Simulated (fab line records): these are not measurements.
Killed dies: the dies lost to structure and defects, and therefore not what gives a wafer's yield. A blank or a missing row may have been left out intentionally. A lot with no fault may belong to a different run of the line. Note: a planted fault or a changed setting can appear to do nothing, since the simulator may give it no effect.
Split-lot experiment | flow berkeley-cmos170 | 23 wafers read from 5 lots, route of 331 steps

## THE SPLIT ITSELF
At UCB170_NSD_IMPLANT_08, the setting energy-kev was moved away from the recipe's 40 on 4 of the 23 wafers read, by -2.4% to +3.6%. All remaining wafers had this setting at the recipe value.

The reading comes from the split's own step.

## THE READING
implant.drp-nm (the simulator's own value, which no gauge read), in nm, at UCB170_NSD_IMPLANT_08. The file does not state a usual value for it.

wafer  | tool, chamber at the split | energy-kev as run | against the recipe | implant.drp-nm, nm | against lot-mates on the recipe
L075.1 | implanter-03, 0            | 40                | recipe             | 21.16              | -
L075.2 | implanter-03, 0            | 40                | recipe             | 21.16              | -
L075.6 | implanter-03, 0            | 40                | recipe             | 21.16              | -
L080.2 | implanter-04, 0            | 40                | recipe             | 21.16              | -
L080.3 | implanter-04, 0            | 40                | recipe             | 21.16              | -
L080.4 | implanter-04, 0            | 40                | recipe             | 21.16              | -
L080.5 | implanter-04, 0            | 40                | recipe             | 21.16              | -
L080.6 | implanter-04, 0            | 40                | recipe             | 21.16              | -
L076.2 | implanter-02, 0            | 40                | recipe             | 21.16              | -
L076.3 | implanter-02, 0            | 40                | recipe             | 21.16              | -
L076.4 | implanter-02, 0            | 40                | recipe             | 21.16              | -
L076.5 | implanter-02, 0            | 40                | recipe             | 21.16              | -
L076.6 | implanter-02, 0            | 40                | recipe             | 21.16              | -
L082.1 | implanter-03, 0            | 41.46             | +3.6%              | 21.81              | +0.65
L082.3 | implanter-03, 0            | 41.46             | +3.6%              | 21.81              | +0.65
L082.2 | implanter-03, 0            | 40                | recipe             | 21.16              | -
L082.5 | implanter-03, 0            | 40                | recipe             | 21.16              | -
L082.6 | implanter-03, 0            | 40                | recipe             | 21.16              | -
L083.1 | implanter-02, 0            | 40                | recipe             | 21.16              | -
L083.2 | implanter-02, 0            | 40                | recipe             | 21.16              | -
L083.4 | implanter-02, 0            | 40                | recipe             | 21.16              | -
L083.5 | implanter-02, 0            | 39.03             | -2.4%              | 20.72              | -0.44
L083.6 | implanter-02, 0            | 39.03             | -2.4%              | 20.72              | -0.44

THE FIT
A straight line over all 23 wafers: implant.drp-nm changes by +0.179 nm for each +1% of energy-kev; r = +1.00; the points scatter about the line by 0.0019 nm.
The same after taking each lot's own level away (the mean of its wafers on the recipe; 23 wafers): +0.179 nm for each +1%; r = +1.00; scatter 0.0019 nm.
That fit puts the effect of the largest move of energy-kev on the reading at 0.65 nm.
The lots' own levels span 21.160 to 21.160 nm.
Consequently the slope shifts little with the lot-to-lot level, the two slopes agreeing.
Check: for one of the wafers moved furthest among these (+3.6%), held out of the fit, the line's prediction against its lot-mates is +0.655 nm. Against them it came out at +0.65 nm.

## OTHER SPLITS ON THESE WAFERS
Other splits were also applied to these wafers ahead of the reading. Each is held against what the fit with the lots' levels taken away leaves over:
other split on the same wafers         | wafers away from the commonest value | r with implant.drp-nm (lot level and that fit taken away)
UCB170_NWELL_OXIDATION_01 temp-c       | 15                                   | +0.20
UCB170_ACTIVE_CVD_05 sih2cl2-flow-sccm | 15                                   | -0.23
UCB170_PFIELD_IMPLANT_07 energy-kev    | 5                                    | +0.22
UCB170_PVT_COAT_01 spin-rpm            | 5                                    | +0.21
UCB170_PVT_DEVELOP_05 dev-temp-c       | 10                                   | +0.03
UCB170_PLDD_EXPOSE_03 dose-mj          | 8                                    | +0.11
UCB170_NLDD_EXPOSE_03 dose-mj          | 6                                    | -0.26
UCB170_PSD_EXPOSE_03 dose-mj           | 8                                    | -0.21

## THE WHOLE CHAIN: every reading that the file lists as answering this split, in the file's order
step                  | what it does | reading                                                         | change (the file's fit)               | r (the file's)
UCB170_NSD_IMPLANT_08 |              | implant.rp-nm (the simulator's own value, which no gauge read)  | +0.476 nm for each +1% of the setting | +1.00
UCB170_NSD_IMPLANT_08 |              | implant.drp-nm (the simulator's own value, which no gauge read) | +0.179 nm for each +1% of the setting | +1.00
UCB170_NSD_STRIP_09   | strips in O2 | strip-time-to-endpoint-s                                        | withheld for each +1% of the setting  | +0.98

## THE FILE'S OWN FIT
implant.drp-nm changes by +0.179 nm for each +1% of energy-kev, r = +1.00.
